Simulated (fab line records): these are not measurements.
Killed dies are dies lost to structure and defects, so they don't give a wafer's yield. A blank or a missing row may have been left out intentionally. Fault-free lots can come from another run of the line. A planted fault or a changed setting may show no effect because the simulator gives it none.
Check for tools in common | flow berkeley cmos170 | Sampled: 14 lots, 42 wafers

## REASON FOR OPENING
At UCB170_NWELL_TW_MEAS_16 the reading NWELL_TW is flagged on 2 of 14 lots. No-fault wafers: 1257, standard deviation 19.
Rule: flag the lot when none of its wafers has a number, or when each of its wafers that has one lies beyond 4 standard deviations from that mean. The other lots count as sound.

lot  | measured    | on            | NWELL_TW, wafer by wafer | flag
L996 | day 2 06:22 | film metro-04 | 1281 1282 1287           |
L995 | day 2 06:39 | film metro-04 | 1273 1274 1279           |
L997 | day 2 15:34 | film metro-04 | 1286 1284 1272           |
L998 | day 2 20:52 | film metro-02 | 1232 1228 1230           |
L100 | day 3 06:38 | film metro-02 | 1234 1238 1233           |
L999 | day 3 06:49 | film metro-04 | 1292 1288 1285           |
L101 | day 3 14:41 | film metro-01 | 1253 1255 1248           |
L102 | day 3 21:27 | film metro-02 | 1228 1233 1232           |
L105 | day 4 09:05 | film metro-02 | 1228 1226 1230           |
L110 | day 5 10:32 | film metro-02 | 1237 1228 1242           |
L111 | day 5 14:33 | film metro-01 | 1027 1025 1025           | FLAGGED
L112 | day 5 21:50 | film metro-01 | 1027 1022 1024           | FLAGGED
L115 | day 6 11:23 | film metro-01 | 1253 1257 1256           |
L117 | day 6 22:14 | film metro-01 | 1256 1248 1253           |
The mean of the flagged lots' numbers is 1025, -232 from the usual (-12 standard deviations).

## WHICH TOOL RAN EACH LOT
The record keeps 1 process step preceding the reading, out of 331 steps on the route. Each cell gives the tool, then ch followed by the chambers the sampled wafers passed through, then the start.
lot  | flag    | UCB170_NWELL_IMPLANT_14
L996 |         | implanter-03 ch 0, day 2 06:07
L995 |         | implanter-03 ch 0, day 2 06:26
L997 |         | implanter-01 ch 0, day 2 15:20
L998 |         | implanter-02 ch 0, day 2 20:37
L100 |         | implanter-03 ch 0, day 3 06:23
L999 |         | implanter-02 ch 0, day 3 06:35
L101 |         | implanter-02 ch 0, day 3 14:29
L102 |         | implanter-03 ch 0, day 3 21:14
L105 |         | implanter-03 ch 0, day 4 08:50
L110 |         | implanter-01 ch 0, day 5 10:19
L111 | FLAGGED | implanter-01 ch 0, day 5 14:19
L112 | FLAGGED | implanter-01 ch 0, day 5 21:35
L115 |         | implanter-03 ch 0, day 6 11:08
L117 |         | implanter-03 ch 0, day 6 21:59
What these steps do:
- UCB170_NWELL_IMPLANT_14
- UCB170_NWELL_TW_MEAS_16

## FLAGGED AGAINST TOTAL, ONE TOOL AT A TIME (gauges that did the reading follow at the end)
step                    | tool          | lots run | flagged | share of the flagged lots | sound lots run after its first flagged lot
UCB170_NWELL_IMPLANT_14 | implanter-01  | 4        | 2       | all                       | 0
UCB170_NWELL_IMPLANT_14 | implanter-02  | 3        | 0       | none                      | -
UCB170_NWELL_IMPLANT_14 | implanter-03  | 7        | 0       | none                      | -
UCB170_NWELL_TW_MEAS_16 | film metro-01 | 5        | 2       | all                       | 2 (L115,L117)
UCB170_NWELL_TW_MEAS_16 | film metro-02 | 5        | 0       | none                      | -
UCB170_NWELL_TW_MEAS_16 | film metro-04 | 4        | 0       | none                      | -

## WHAT THE TABLE ALLOWS
Every flagged lot went through 2 rows of the table: implanter-01 at UCB170_NWELL_IMPLANT_14 and film metro-01 at UCB170_NWELL_TW_MEAS_16.
- implanter-01 at UCB170_NWELL_IMPLANT_14: 2 of its 4 lots flagged. Last sound lot L110 at day 5 10:19, first flagged lot L111 at day 5 14:19; a fault beginning in between fits. Its own readings (dose ions cm2, faraday current uA) fall more than 4 standard deviations out on all wafers of the flagged lots.
- film metro-01 at UCB170_NWELL_TW_MEAS_16: 2 of its 5 lots flagged. Sound lots followed the first flagged one (L115, L117) on it, something a lasting fault affecting the whole tool could not allow.
Left over: one tool, implanter-01 at UCB170_NWELL_IMPLANT_14.

## WHAT WAS PUT IN BY THE SIMULATOR
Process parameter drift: implanter-01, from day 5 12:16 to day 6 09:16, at UCB170_NWELL_IMPLANT_14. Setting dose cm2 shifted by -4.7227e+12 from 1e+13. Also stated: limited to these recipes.
Lots struck among those shown: L111, L112. The rule above reached the same finding.
